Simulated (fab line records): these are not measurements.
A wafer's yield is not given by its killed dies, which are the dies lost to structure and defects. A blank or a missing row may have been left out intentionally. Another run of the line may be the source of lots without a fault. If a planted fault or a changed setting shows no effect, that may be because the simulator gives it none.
Split-lot study :: flow berkeleyCmos170 :: 5 lots, 23 wafers read, on a route of 331 steps

## ON THE SPLIT
At UCB170_ACTIVE_ETCH_15 (etches Si3N4 in CH3F/Ar/O2, stops on SiO2, target depth 242 nm, time 151 s), the setting timeS was moved away from the recipe's 151 s on 10 of the 23 wafers read, by -11.7% to +13.2%. This setting was run at the recipe's value on the other wafers.

Reading taken at the split's own step.

## THE READING
KrF_of_ACTIVE_COAT_08.thkNm (the simulator's own value, which no gauge read), in nm, at UCB170_ACTIVE_ETCH_15 (etches Si3N4 in CH3F/Ar/O2, stops on SiO2, target depth 242 nm, time 151 s). No usual value for it is given in the file. Here, 13 wafers ran the recipe; their average is 723.1 nm with a standard deviation of 2.5 nm.

wafer: L076.1
tool, chamber at the split: rieDiel-01, 2
timeS as run, s: 151
against the recipe: recipe
KrF_of_ACTIVE_COAT_08.thkNm, nm: 726.9
against lot-mates on the recipe: -

wafer: L076.2
tool, chamber at the split: rieDiel-01, 0
timeS as run, s: 151
against the recipe: recipe
KrF_of_ACTIVE_COAT_08.thkNm, nm: 721.7
against lot-mates on the recipe: -

wafer: L076.3
tool, chamber at the split: rieDiel-01, 1
timeS as run, s: 151
against the recipe: recipe
KrF_of_ACTIVE_COAT_08.thkNm, nm: 725.5
against lot-mates on the recipe: -

wafer: L076.4
tool, chamber at the split: rieDiel-01, 3
timeS as run, s: 133.3
against the recipe: -11.7%
KrF_of_ACTIVE_COAT_08.thkNm, nm: 748.6
against lot-mates on the recipe: +23.9

wafer: L076.6
tool, chamber at the split: rieDiel-01, 0
timeS as run, s: 133.3
against the recipe: -11.7%
KrF_of_ACTIVE_COAT_08.thkNm, nm: 740
against lot-mates on the recipe: +15.3

wafer: L078.1
tool, chamber at the split: rieDiel-02, 0
timeS as run, s: 141.8
against the recipe: -6.1%
KrF_of_ACTIVE_COAT_08.thkNm, nm: 733.1
against lot-mates on the recipe: +11.1

wafer: L078.2
tool, chamber at the split: rieDiel-02, 3
timeS as run, s: 151
against the recipe: recipe
KrF_of_ACTIVE_COAT_08.thkNm, nm: 718.2
against lot-mates on the recipe: -

wafer: L078.4
tool, chamber at the split: rieDiel-02, 2
timeS as run, s: 151
against the recipe: recipe
KrF_of_ACTIVE_COAT_08.thkNm, nm: 726.6
against lot-mates on the recipe: -

wafer: L078.5
tool, chamber at the split: rieDiel-02, 3
timeS as run, s: 151
against the recipe: recipe
KrF_of_ACTIVE_COAT_08.thkNm, nm: 721.2
against lot-mates on the recipe: -

wafer: L078.6
tool, chamber at the split: rieDiel-02, 0
timeS as run, s: 141.8
against the recipe: -6.1%
KrF_of_ACTIVE_COAT_08.thkNm, nm: 736.9
against lot-mates on the recipe: +14.9

wafer: L077.1
tool, chamber at the split: rieDiel-01, 2
timeS as run, s: 144.5
against the recipe: -4.3%
KrF_of_ACTIVE_COAT_08.thkNm, nm: 731.7
against lot-mates on the recipe: +9.6

wafer: L077.2
tool, chamber at the split: rieDiel-01, 1
timeS as run, s: 151
against the recipe: recipe
KrF_of_ACTIVE_COAT_08.thkNm, nm: 723.8
against lot-mates on the recipe: -

wafer: L077.4
tool, chamber at the split: rieDiel-01, 0
timeS as run, s: 144.5
against the recipe: -4.3%
KrF_of_ACTIVE_COAT_08.thkNm, nm: 727
against lot-mates on the recipe: +4.9

wafer: L077.5
tool, chamber at the split: rieDiel-01, 1
timeS as run, s: 151
against the recipe: recipe
KrF_of_ACTIVE_COAT_08.thkNm, nm: 720.5
against lot-mates on the recipe: -

wafer: L077.6
tool, chamber at the split: rieDiel-01, 0
timeS as run, s: 144.5
against the recipe: -4.3%
KrF_of_ACTIVE_COAT_08.thkNm, nm: 730.4
against lot-mates on the recipe: +8.2

wafer: L082.1
tool, chamber at the split: rieDiel-01, 3
timeS as run, s: 151
against the recipe: recipe
KrF_of_ACTIVE_COAT_08.thkNm, nm: 726
against lot-mates on the recipe: -

wafer: L082.3
tool, chamber at the split: rieDiel-01, 1
timeS as run, s: 151
against the recipe: recipe
KrF_of_ACTIVE_COAT_08.thkNm, nm: 723.1
against lot-mates on the recipe: -

wafer: L082.4
tool, chamber at the split: rieDiel-01, 2
timeS as run, s: 151
against the recipe: recipe
KrF_of_ACTIVE_COAT_08.thkNm, nm: 722.6
against lot-mates on the recipe: -

wafer: L083.1
tool, chamber at the split: rieDiel-01, 2
timeS as run, s: 171
against the recipe: +13.2%
KrF_of_ACTIVE_COAT_08.thkNm, nm: 702.2
against lot-mates on the recipe: -20.0

wafer: L083.3
tool, chamber at the split: rieDiel-01, 0
timeS as run, s: 171
against the recipe: +13.2%
KrF_of_ACTIVE_COAT_08.thkNm, nm: 698.1
against lot-mates on the recipe: -24.1

wafer: L083.4
tool, chamber at the split: rieDiel-01, 0
timeS as run, s: 151
against the recipe: recipe
KrF_of_ACTIVE_COAT_08.thkNm, nm: 720.7
against lot-mates on the recipe: -

wafer: L083.5
tool, chamber at the split: rieDiel-01, 1
timeS as run, s: 171
against the recipe: +13.2%
KrF_of_ACTIVE_COAT_08.thkNm, nm: 702.6
against lot-mates on the recipe: -19.6

wafer: L083.6
tool, chamber at the split: rieDiel-01, 2
timeS as run, s: 151
against the recipe: recipe
KrF_of_ACTIVE_COAT_08.thkNm, nm: 723.8
against lot-mates on the recipe: -

FIT RESULTS
A straight line over all 23 wafers: KrF_of_ACTIVE_COAT_08.thkNm changes by -1.72 nm for each +1% of timeS; r = -0.97; the points scatter about the line by 2.8 nm.
The same after taking each lot's own level away (the mean of its wafers on the recipe; 23 wafers): -1.67 nm for each +1%; r = -0.97; scatter 2.7 nm.
On that fit, the largest move of timeS shifts the reading by 22 nm.
Across the lots, their own levels run from 722.00 to 724.70 nm, a range of 1.1 times the standard deviation given above.
So the lot-to-lot level changes the slope little: the two slopes agree.
Check: -22.3 nm against its lot-mates is what the line predicts for one of the wafers moved furthest among these (+13.2%) when that wafer is left out of the fit. It came out at -20 nm against them.

## ADDITIONAL SPLITS CARRIED BY THESE WAFERS
Note: prior to the reading, these wafers also went through further splits. Each is held against what the fit with the lots' levels taken away leaves over:
other split on the same wafers: UCB170_ZERO_STRIP_07 o2FlowSccm
wafers away from the commonest value: 10
r with KrF_of_ACTIVE_COAT_08.thkNm (lot level and that fit taken away): -0.01

other split on the same wafers: UCB170_PWELL_COAT_08 resistThkNm
wafers away from the commonest value: 5
r with KrF_of_ACTIVE_COAT_08.thkNm (lot level and that fit taken away): +0.07

other split on the same wafers: UCB170_ACTIVE_EXPOSE_10 doseMj
wafers away from the commonest value: 8
r with KrF_of_ACTIVE_COAT_08.thkNm (lot level and that fit taken away): +0.08

## THE WHOLE CHAIN: every reading that the file lists as answering this split, in the file's order
step: UCB170_ACTIVE_ETCH_15
what it does: etches Si3N4 in CH3F/Ar/O2, stops on SiO2, target depth 242 nm, time 151 s
reading: KrF_of_ACTIVE_COAT_08.thkNm (the simulator's own value, which no gauge read)
change (the file's fit): -1.69 nm for each +1% of the setting
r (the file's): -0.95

step: UCB170_ACTIVE_STRIP_16
what it does: strips in O2
reading: stripTimeToEndpointS
change (the file's fit): withheld for each +1% of the setting
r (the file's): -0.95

## THE FILE'S OWN FIT
KrF_of_ACTIVE_COAT_08.thkNm changes by -1.69 nm for each +1% of timeS, r = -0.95.
